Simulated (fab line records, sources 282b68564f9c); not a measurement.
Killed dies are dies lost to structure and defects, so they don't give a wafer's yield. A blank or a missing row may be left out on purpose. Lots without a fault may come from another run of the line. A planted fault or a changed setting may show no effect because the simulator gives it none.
A struck lot beside a sound one | flow rit_cmos | 27 steps out of a route of 202
Sound: wafers L648.2, L648.3, L648.4. Struck: wafers L643.2, L643.4, L643.6. The cause comes at the end.
At each step with rows: each side's tool, then ch and its chambers, then its first start. Under that, the readings that differ: sound wafers | struck wafers | difference of the means | sigmas: that difference in standard deviations of wafers without a fault.
alike: readings whose means differ by less than 2 such deviations, and words and numbers that are the same on both sides. not compared: withheld readings, readings that some wafer has no value for, bounds like >300 that may hide the same value, and numbers for which the record gives no deviation and whose values overlap.
The two part at a step that has a row with sigmas, a row that says differs or no value, or rows on one side only. Numbers that don't overlap but have no deviation are shown without sigmas and don't part them. A reading that every wafer of one side lacks parts them only if that side has two wafers or more.

RIT_ACTIVE_BOW_MEAS_00:
  sound on film_metro-01, day 5 14:01; struck on film_metro-04, day 4 13:01
  alike: INCOMING_BOW
then, 1 step without rows for these wafers: RIT_ACTIVE_OXIDATION_01 (target thk 46.8 nm, ox time 3360 s).
RIT_ACTIVE_THK_MEAS_02:
  sound on film_metro-02, day 5 18:57; struck on film_metro-02, day 4 18:46
  alike: ACTIVE_OXIDE_THK
RIT_ACTIVE_CVD_03: deposits Si3N4 from SiH2Cl2/NH3, target thk 150 nm, time 1537 s.
  sound on lpcvd-02 ch 1, day 5 19:00; struck on lpcvd-01 ch 1, day 4 18:49
  reading                                  | sound             | struck            | difference | sigmas
  model.Si3N4_of_ACTIVE_CVD_03.thk_nm (nm) | 152.3 153.8 152.8 | 104.9 106.1 105.4 | -47.5      |
RIT_ACTIVE_THK_MEAS_04:
  sound on film_metro-04, day 5 20:25; struck on film_metro-01, day 4 20:15
  reading                 | sound             | struck            | difference | sigmas
  ACTIVE_NITRIDE_THK (nm) | 152.2 153.6 152.6 | 104.9 106.1 105.4 | -47.3      | -32
then, 6 steps without rows for these wafers: RIT_ACTIVE_HMDS_05 (prime time 60 s); RIT_ACTIVE_COAT_06 (resist thk 991.5 nm); RIT_ACTIVE_SOFTBAKE_07 (time 60 s); RIT_ACTIVE_EXPOSE_08 (exposes mask M1, target cd 1400 nm); RIT_ACTIVE_PEB_09; RIT_ACTIVE_DEVELOP_10 (develop time 50 s).
RIT_ACTIVE_CD_MEAS_11: target cd 1400 nm.
  sound on cd_sem-02, day 5 21:23; struck on cd_sem-02, day 4 21:11
  alike: cd_nm
then, 1 step without rows for these wafers: RIT_ACTIVE_HARDBAKE_12 (time 60 s).
RIT_ACTIVE_ETCH_13: etches Si3N4 in SF6, stops on SiO2, time 210 s, target depth 210 nm.
  sound on rie_diel-04 ch 0,1,2, day 5 21:38; struck on rie_diel-01 ch 0,1,2, day 4 21:26
  reading                            | sound             | struck            | difference | sigmas
  oes_product_au (a.u.)              | 0.822 0.846 0.808 | 0.688 0.691 0.684 | -0.138     | -10
  model.etch.depth_nm (nm)           | 152.3 153.8 152.8 | 104.9 106.1 105.4 | -47.5      |
  model.ACTIVE.feature_depth_nm (nm) | 152.3 153.8 153.2 | 104.9 106.1 106.9 | -47.1      |
  alike: drypump_motor_current_A, throttle_valve_pct
  not compared: rf_hours_counter_h
RIT_ACTIVE_STRIP_14: strips in O2, time 180 s.
  sound on plasma_asher-03 ch 0,1, day 5 21:47; struck on plasma_asher-02 ch 0,1, day 4 21:35
  alike: drypump_motor_current_A
  not compared: rf_hours_counter_h
RIT_ACTIVE_CD_MEAS_90: target cd 1400 nm.
  sound on cd_sem-02, day 5 21:58; struck on cd_sem-02, day 4 21:46
  alike: cd_nm
then, 4 steps without rows for these wafers: RIT_ACTIVE_CLEAN_15 (cleans in SC1, time 600 s); RIT_ACTIVE_CLEAN_16 (cleans in dHF, time 30 s); RIT_ACTIVE_CLEAN_17 (cleans in SC2, time 600 s); RIT_FOX1_OXIDATION_00 (target thk 350.7 nm, ox time 1130 s).
RIT_FOX1_THK_MEAS_01:
  sound on film_metro-03, day 6 04:58; struck on film_metro-04, day 5 03:55
  alike: FOX1_OXIDE_THK
then, 2 steps without rows for these wafers: RIT_FOX1_WET_ETCH_02 (etches SiO2 in BOE, target depth 350 nm, time 390 s); RIT_FOX2_OXIDATION_00 (target thk 350.7 nm, ox time 1130 s).
RIT_FOX2_THK_MEAS_01:
  sound on film_metro-03, day 6 10:09; struck on film_metro-03, day 5 09:33
  alike: FOX2_OXIDE_THK
RIT_FOX2_CLEAN_02: cleans in dHF, time 180 s.
  sound on wet_bench-01 ch 0, day 6 10:12; struck on wet_bench-01 ch 3, day 5 09:36
  reading                                  | sound           | struck            | difference | sigmas
  model.Si3N4_of_ACTIVE_CVD_03.thk_nm (nm) | 133 134.5 133.5 | 85.63 86.79 86.16 | -47.47     |
then, 1 step without rows for these wafers: RIT_FOX2_WET_ETCH_03 (etches Si3N4 in H3PO4, target depth 195 nm, time 2700 s).
-- the record jumps here: 2 days lie between the struck wafers' starts before and after (it left off in module FOX2 and takes up again in module M1, whose first step shown is number 202 of the route) --
RIT_M1_PROBE_99:
  sound on prober-01, day 8 07:03; struck on prober-01, day 7 12:33
  reading                             | sound           | struck            | difference | sigmas
  model.etest.pldd.width_nm (nm)      | 3181 3195 3208  | 3125 3130 3144    | -62        |
  model.etest.nldd.width_nm (nm)      | 3196 3195 3210  | 3124 3142 3118    | -72        |
  model.etest.pplus_sal.width_nm (nm) | 3450 3455 3436  | 3414 3395 3416    | -39        |
  model.etest.nplus_sal.width_nm (nm) | 3475 3453 3443  | 3400 3403 3409    | -53        |
  model.etest.nmos_narrow.drive_ua_um | 248 255.4 253.4 | 235.9 239.1 236.6 | -15.1      |
  alike: killed_at_contacts, killed_at_front_end, killed_dies, killed_on_rim, killed_open, killed_short
  not compared: model.etest.pmos_narrow.drive_ua_um

WHERE THEY PART
First at RIT_ACTIVE_THK_MEAS_04; last, within this record, at RIT_ACTIVE_ETCH_13. Later steps at which nothing parts them and some readings are alike: RIT_ACTIVE_STRIP_14, RIT_ACTIVE_CD_MEAS_90, RIT_FOX1_THK_MEAS_01, RIT_FOX2_THK_MEAS_01, RIT_M1_PROBE_99.

WHY: what the simulator had put in
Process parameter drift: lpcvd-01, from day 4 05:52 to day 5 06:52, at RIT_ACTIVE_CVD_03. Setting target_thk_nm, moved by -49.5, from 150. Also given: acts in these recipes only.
